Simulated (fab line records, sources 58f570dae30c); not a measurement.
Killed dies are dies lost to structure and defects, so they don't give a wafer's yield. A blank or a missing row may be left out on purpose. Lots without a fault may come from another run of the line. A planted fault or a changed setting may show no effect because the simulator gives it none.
Which tool did it? | flow berkeley_cmos170 | 13 lots, 39 wafers sampled, at 5 steps of a route of 331

WHAT THE GAUGES READ, wafer by wafer
UCB170_M3_BOW_MEAS_20.
lot  | measured     | on            | M3_BOW (um)
L835 | day 8 08:33  | film_metro-01 | 30 28 34
L837 | day 8 08:26  | film_metro-02 | 51 36 50
L836 | day 8 08:38  | film_metro-03 | 31 30 35
L838 | day 8 09:41  | film_metro-03 | 35 28 30
L839 | day 9 01:34  | film_metro-02 | 31 32 41
L840 | day 9 01:47  | film_metro-03 | 53 45 34
L846 | day 10 01:10 | film_metro-03 | 37 45
L848 | day 10 20:13 | film_metro-02 | 37 40 35
L851 | day 11 01:04 | film_metro-02 | 28 33 36
L850 | day 11 11:18 | film_metro-01 | 22 40 28
L853 | day 11 13:05 | film_metro-02 | 29 40 35
L855 | day 11 11:22 | film_metro-03 | 41 37 44
L857 | day 12 12:10 | film_metro-03 | 30 31 33

WHICH TOOL RAN EACH LOT (tool, then ch and the chambers of the sampled wafers, then the start)
lot  | UCB170_PWELL_ETCH_14              | UCB170_PWELL_STRIP_16               | UCB170_PVT_STRIP_08                  | UCB170_M2_STRIP_07
L835 | rie_diel-04 ch 0,1,2, day 3 06:21 | plasma_asher-04 ch 0,1, day 3 06:36 | plasma_asher-03 ch 0,1, day 6 00:11  | plasma_asher-03 ch 0,1, day 7 22:17
L837 | rie_diel-01 ch 0,1,2, day 3 06:33 | plasma_asher-03 ch 1, day 3 06:48   | plasma_asher-03 ch 0,1, day 5 23:38  | plasma_asher-03 ch 0,1, day 7 22:01
L836 | rie_diel-02 ch 0,1,3, day 3 06:50 | plasma_asher-04 ch 0,1, day 3 07:05 | plasma_asher-04 ch 0,1, day 5 23:56  | plasma_asher-03 ch 0,1, day 7 22:44
L838 | rie_diel-01 ch 1,2,3, day 3 18:05 | plasma_asher-03 ch 0,1, day 3 18:20 | plasma_asher-04 ch 0,1, day 6 11:20  | plasma_asher-01 ch 0,1, day 8 01:28
L839 | rie_diel-01 ch 0,1,3, day 4 05:50 | plasma_asher-04 ch 0,1, day 4 06:05 | plasma_asher-03 ch 0,1, day 6 19:24  | plasma_asher-03 ch 0,1, day 8 16:11
L840 | rie_diel-04 ch 1,2, day 4 05:58   | plasma_asher-03 ch 0,1, day 4 06:13 | plasma_asher-01 ch 0,1, day 6 19:41  | plasma_asher-02 ch 0,1, day 8 16:29
L846 | rie_diel-01 ch 0,1,2, day 5 16:19 | plasma_asher-04 ch 0,1, day 5 16:34 | plasma_asher-03 ch 0,1, day 8 00:22  | plasma_asher-03 ch 0,1, day 9 15:23
L848 | rie_diel-02 ch 1,2,3, day 5 16:53 | plasma_asher-04 ch 0,1, day 5 17:08 | plasma_asher-01 ch 0,1, day 8 07:33  | plasma_asher-03 ch 0,1, day 10 11:11
L851 | rie_diel-04 ch 0,1, day 6 10:51   | plasma_asher-04 ch 0,1, day 6 11:06 | plasma_asher-04 ch 0,1, day 8 19:44  | plasma_asher-01 ch 0,1, day 10 16:53
L850 | rie_diel-02 ch 0,3, day 6 11:02   | plasma_asher-01 ch 0,1, day 6 11:17 | plasma_asher-03 ch 0,1, day 9 02:07  | plasma_asher-03 ch 0,1, day 10 22:44
L853 | rie_diel-04 ch 1,2, day 6 16:21   | plasma_asher-04 ch 0,1, day 6 16:36 | plasma_asher-04 ch 0,1, day 9 07:43  | plasma_asher-01 ch 0,1, day 11 01:32
L855 | rie_diel-02 ch 2,3, day 6 23:58   | plasma_asher-04 ch 0,1, day 7 00:14 | plasma_asher-01 ch 1, day 9 07:40    | plasma_asher-02 ch 0,1, day 11 00:49
L857 | rie_diel-02 ch 0,1,2, day 7 16:56 | plasma_asher-04 ch 0,1, day 7 17:11 | plasma_asher-01 ch 0,1, day 10 03:26 | plasma_asher-01 ch 0,1, day 12 01:14
- UCB170_PWELL_ETCH_14: etches Si3N4 in CH3F/Ar/O2, stops on SiO2, target depth 242 nm, time 151 s.
- UCB170_PWELL_STRIP_16: strips in O2.
- UCB170_PVT_STRIP_08: strips in O2.
- UCB170_M2_STRIP_07: strips in O2.

WHAT THE TOOLS THEMSELVES READ (means of the sampled wafers that have a number; where no wafer has one, the mark that the record gives instead)
UCB170_PWELL_ETCH_14.
lot  | tool        | drypump_motor_current_A (A) | oes_product_au (a.u.) | throttle_valve_pct (%)
L835 | rie_diel-04 | 5.5                         | 0.953                 | 8.06
L837 | rie_diel-01 | 5.1                         | 0.949                 | 8.04
L836 | rie_diel-02 | 5.8                         | 0.953                 | 8.10
L838 | rie_diel-01 | 5.2                         | 0.932                 | 7.95
L839 | rie_diel-01 | 5.4                         | 0.928                 | 7.91
L840 | rie_diel-04 | 5.5                         | 0.957                 | 8.00
L846 | rie_diel-01 | 5.1                         | 0.924                 | 8.04
L848 | rie_diel-02 | 5.8                         | 0.947                 | 8.04
L851 | rie_diel-04 | 5.4                         | 0.954                 | 8.02
L850 | rie_diel-02 | 6.3                         | 0.948                 | 8.18
L853 | rie_diel-04 | 5.6                         | 0.966                 | 8.02
L855 | rie_diel-02 | 6.3                         | 0.943                 | 8.05
L857 | rie_diel-02 | 5.7                         | 0.947                 | 8.08

UCB170_PWELL_STRIP_16.
lot  | tool            | drypump_motor_current_A (A) | oes_product_au (a.u.) | strip_time_to_endpoint_s (s)
L835 | plasma_asher-04 | 5.9                         | 0.720                 | 18.16
L837 | plasma_asher-03 | 5.4                         | 0.720                 | 18.11
L836 | plasma_asher-04 | 5.7                         | 0.716                 | 18.07
L838 | plasma_asher-03 | 5.3                         | 0.718                 | 18.03
L839 | plasma_asher-04 | 5.9                         | 0.720                 | 18.17
L840 | plasma_asher-03 | 5.2                         | 0.718                 | 18.03
L846 | plasma_asher-04 | 5.7                         | 0.721                 | 18.39
L848 | plasma_asher-04 | 5.9                         | 0.724                 | 18.15
L851 | plasma_asher-04 | 5.9                         | 0.722                 | 17.97
L850 | plasma_asher-01 | 5.5                         | 0.721                 | 18.03
L853 | plasma_asher-04 | 5.7                         | 0.719                 | 18.09
L855 | plasma_asher-04 | 5.7                         | 0.720                 | 18.11
L857 | plasma_asher-04 | 5.9                         | 0.715                 | 18.05

UCB170_PVT_STRIP_08.
lot  | tool            | drypump_motor_current_A (A) | oes_product_au (a.u.) | strip_time_to_endpoint_s (s)
L835 | plasma_asher-03 | 5.2                         | 0.732                 | 21.69
L837 | plasma_asher-03 | 5.3                         | 0.731                 | 21.70
L836 | plasma_asher-04 | 5.7                         | 0.736                 | 21.60
L838 | plasma_asher-04 | 5.9                         | 0.737                 | 21.65
L839 | plasma_asher-03 | 5.3                         | 0.734                 | 21.70
L840 | plasma_asher-01 | 5.6                         | 0.733                 | 21.58
L846 | plasma_asher-03 | 5.2                         | 0.737                 | 21.52
L848 | plasma_asher-01 | 5.5                         | 0.738                 | 21.72
L851 | plasma_asher-04 | 5.7                         | 0.736                 | 21.62
L850 | plasma_asher-03 | 5.3                         | 0.736                 | 21.69
L853 | plasma_asher-04 | 5.7                         | 0.735                 | 21.54
L855 | plasma_asher-01 | 5.8                         | 0.736                 | 21.62
L857 | plasma_asher-01 | 5.5                         | 0.739                 | 21.58

UCB170_M2_STRIP_07.
lot  | tool            | drypump_motor_current_A (A) | oes_product_au (a.u.) | strip_time_to_endpoint_s (s)
L835 | plasma_asher-03 | 5.2                         | 0.736                 | 22.02
L837 | plasma_asher-03 | 5.3                         | 0.736                 | 21.98
L836 | plasma_asher-03 | 5.3                         | 0.739                 | 21.97
L838 | plasma_asher-01 | 5.5                         | 0.728                 | 22.02
L839 | plasma_asher-03 | 5.2                         | 0.741                 | 22.00
L840 | plasma_asher-02 | 5.6                         | 0.736                 | 22.01
L846 | plasma_asher-03 | 5.2                         | 0.734                 | 21.93
L848 | plasma_asher-03 | 5.2                         | 0.735                 | 21.99
L851 | plasma_asher-01 | 5.5                         | 0.733                 | 21.93
L850 | plasma_asher-03 | 5.3                         | 0.732                 | 21.88
L853 | plasma_asher-01 | 5.5                         | 0.734                 | 22.04
L855 | plasma_asher-02 | 5.6                         | 0.735                 | 22.00
L857 | plasma_asher-01 | 5.6                         | 0.733                 | 21.93

THE ANSWER, worked out from the rows above alone
Rule: what is usual is taken from the lots themselves. Put in order of their means at a reading, lots are off if they are a third of the lots or fewer, leave a main group of 4 or more, and stand apart from it by a gap of 3 or more times the standard deviation of the main group's means; of several such gaps the widest counts. A main group whose means are all the same, to the digits that the tables above print for the reading, isn't used. A lot without any number at a reading at which 4 lots or more have one is off too. The other lots that the step has rows for count as sound. The gauges are gone through in route order, then the tools' own readings, and for those a lot's mean is taken as printed above. The first step at which some lot is off is used, and at that step the reading that is off furthest; a lot without a number counts as furthest.
Off: L846, at UCB170_PWELL_STRIP_16 (strip_time_to_endpoint_s). The main group: mean 18.08 s, standard deviation 0.059.
A tool fits if, at that step or a process step before it, it ran every lot that is off, and no sound lot after the first of them. One fits: rie_diel-01 at UCB170_PWELL_ETCH_14. Its last sound lot is L839 (day 4 05:50), its first lot that is off L846 (day 5 16:19): a fault that began between those two fits.

WHAT THE SIMULATOR HAD PUT IN
Process parameter drift: rie_diel-01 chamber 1, from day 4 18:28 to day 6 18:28, at UCB170_PWELL_ETCH_14. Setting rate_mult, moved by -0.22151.
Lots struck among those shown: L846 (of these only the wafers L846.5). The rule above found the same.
